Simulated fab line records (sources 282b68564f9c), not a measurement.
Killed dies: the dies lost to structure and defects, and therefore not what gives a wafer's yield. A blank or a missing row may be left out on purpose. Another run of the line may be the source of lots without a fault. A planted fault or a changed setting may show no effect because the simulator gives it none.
Comparing a struck lot with a sound one -- flow ritCmos -- 27 out of 202 route steps
Sound: the wafers L532.1, L532.4, L532.6. Wafers L547.3, L547.5, L547.6 were the ones struck. The cause is given at the end.
At each step with rows: each side's tool, then ch and its chambers, then its first start. Under that, the readings that differ: sound wafers -- struck wafers -- difference of the means -- sigmas: that difference in standard deviations of wafers without a fault.
alike: a reading whose means differ by less than 2 such deviations, as well as words and numbers matching on both sides. not compared: withheld readings; readings where some wafer has no value; bounds like >300 that might hide an equal value; numbers whose values overlap and for which the record gives no deviation.
The two part at a step that has a row with sigmas, a row that says differs or no value, or rows on one side only. Numbers that don't overlap but have no deviation are shown without sigmas and don't part them. Lack of a reading on every wafer of one side parts them only where that side has two or more wafers.

RIT_ACTIVE_BOW_MEAS_00:
  sound on filmMetro-04, day 1 20:00; struck on filmMetro-04, day 4 23:02
  alike: INCOMING_BOW
then, 1 step without rows for these wafers: RIT_ACTIVE_OXIDATION_01 (target thk 46.8 nm, ox time 3360 s).
RIT_ACTIVE_THK_MEAS_02:
  sound on filmMetro-04, day 1 22:03; struck on filmMetro-03, day 5 01:04
  alike: ACTIVE_OXIDE_THK
RIT_ACTIVE_CVD_03: deposits Si3N4 from SiH2Cl2/NH3, target thk 150 nm, time 1500 s.
  sound on lpcvd-01 ch 0, day 1 22:10; struck on lpcvd-01 ch 0, day 5 01:07
reading,sound,struck,difference,sigmas
susceptorTempC (C),809.9 810.4 810.4,- - -,no value on the struck wafers,
model.Si3N4_of_ACTIVE_CVD_03.thkNm (nm),152.1 150.6 150.4,134.7 135.4 134.5,-16.2,
  alike: zonePowerSourcePct
RIT_ACTIVE_THK_MEAS_04:
  sound on filmMetro-02, day 1 23:34; struck on filmMetro-03, day 5 02:33
reading,sound,struck,difference,sigmas
ACTIVE_NITRIDE_THK (nm),152.0 150.6 150.3,134.6 135.4 134.5,-16.1,-12
then, 6 steps without rows for these wafers: RIT_ACTIVE_HMDS_05 (prime time 60 s); RIT_ACTIVE_COAT_06 (resist thk 1000 nm); RIT_ACTIVE_SOFTBAKE_07 (time 60 s); RIT_ACTIVE_EXPOSE_08 (exposes mask M1, target cd 1400 nm); RIT_ACTIVE_PEB_09; RIT_ACTIVE_DEVELOP_10 (develop time 50 s).
RIT_ACTIVE_CD_MEAS_11: the cd target is 1400 nm.
  sound on cdSem-01, day 2 00:29; struck on cdSem-02, day 5 03:36
  alike: cdNm
then, 1 step without rows for these wafers: RIT_ACTIVE_HARDBAKE_12 (time 60 s).
RIT_ACTIVE_ETCH_13: etches Si3N4 in SF6, stops on SiO2, time 210 s, target depth 210 nm.
  sound on rieDiel-04 ch 0,1, day 2 00:45; struck on rieDiel-03 ch 2,3, day 5 04:06
reading,sound,struck,difference,sigmas
oesProductAu (a.u.),0.834 0.819 0.826,0.764 0.760 0.763,-0.064,-4
model.etch.depthNm (nm),152.1 150.6 150.4,134.7 135.4 134.5,-16.2,
model.ACTIVE.featureDepthNm (nm),152.2 150.6 150.5,134.7 135.4 135.8,-15.8,
  alike: drypumpMotorCurrentA, throttleValvePct
  not compared: rfHoursCounterH
RIT_ACTIVE_STRIP_14: strips in O2, time 180 s.
  sound on plasmaAsher-02 ch 0,1, day 2 00:53; struck on plasmaAsher-02 ch 0,1, day 5 04:17
  alike: drypumpMotorCurrentA
  not compared: rfHoursCounterH
RIT_ACTIVE_CD_MEAS_90: the cd target is 1400 nm.
  sound on cdSem-02, day 2 01:04; struck on cdSem-01, day 5 04:27
  alike: cdNm
then, 4 steps without rows for these wafers: RIT_ACTIVE_CLEAN_15 (cleans in SC1, time 600 s); RIT_ACTIVE_CLEAN_16 (cleans in dHF, time 30 s); RIT_ACTIVE_CLEAN_17 (cleans in SC2, time 600 s); RIT_FOX1_OXIDATION_00 (target thk 350.7 nm, ox time 1130 s).
RIT_FOX1_THK_MEAS_01:
  sound on filmMetro-04, day 2 03:13; struck on filmMetro-02, day 5 06:14
  alike: FOX1_OXIDE_THK
then, 2 steps without rows for these wafers: RIT_FOX1_WET_ETCH_02 (etches SiO2 in BOE, target depth 350 nm, time 390 s); RIT_FOX2_OXIDATION_00 (target thk 350.7 nm, ox time 1130 s).
RIT_FOX2_THK_MEAS_01:
  sound on filmMetro-01, day 2 04:42; struck on filmMetro-01, day 5 07:44
  alike: FOX2_OXIDE_THK
RIT_FOX2_CLEAN_02: cleans in dHF, time 180 s.
  sound on wetBench-02 ch 1, day 2 04:46; struck on wetBench-02 ch 1, day 5 07:46
reading,sound,struck,difference,sigmas
model.Si3N4_of_ACTIVE_CVD_03.thkNm (nm),132.8 131.3 131.1,115.4 116 115.2,-16.2,
then, 1 step without rows for these wafers: RIT_FOX2_WET_ETCH_03 (etches Si3N4 in H3PO4, target depth 195 nm, time 2700 s).
RIT_M1_PROBE_99:
  sound on prober-02, day 3 22:03; struck on prober-02, day 6 22:25
reading,sound,struck,difference,sigmas
killedAtFrontEnd,4 1 4,12 11 7,+7,+2
killedDies,5 1 4,12 11 7,+7,+2
killedOpen,2 0 1,10 5 1,+4,+2
  alike: killed_at_M0_to_M3, killedAtContacts, killedShort

== WHERE THEY PART ==
Earliest at RIT_ACTIVE_CVD_03; latest, in this record, at RIT_M1_PROBE_99.

WHY: what the simulator had put in
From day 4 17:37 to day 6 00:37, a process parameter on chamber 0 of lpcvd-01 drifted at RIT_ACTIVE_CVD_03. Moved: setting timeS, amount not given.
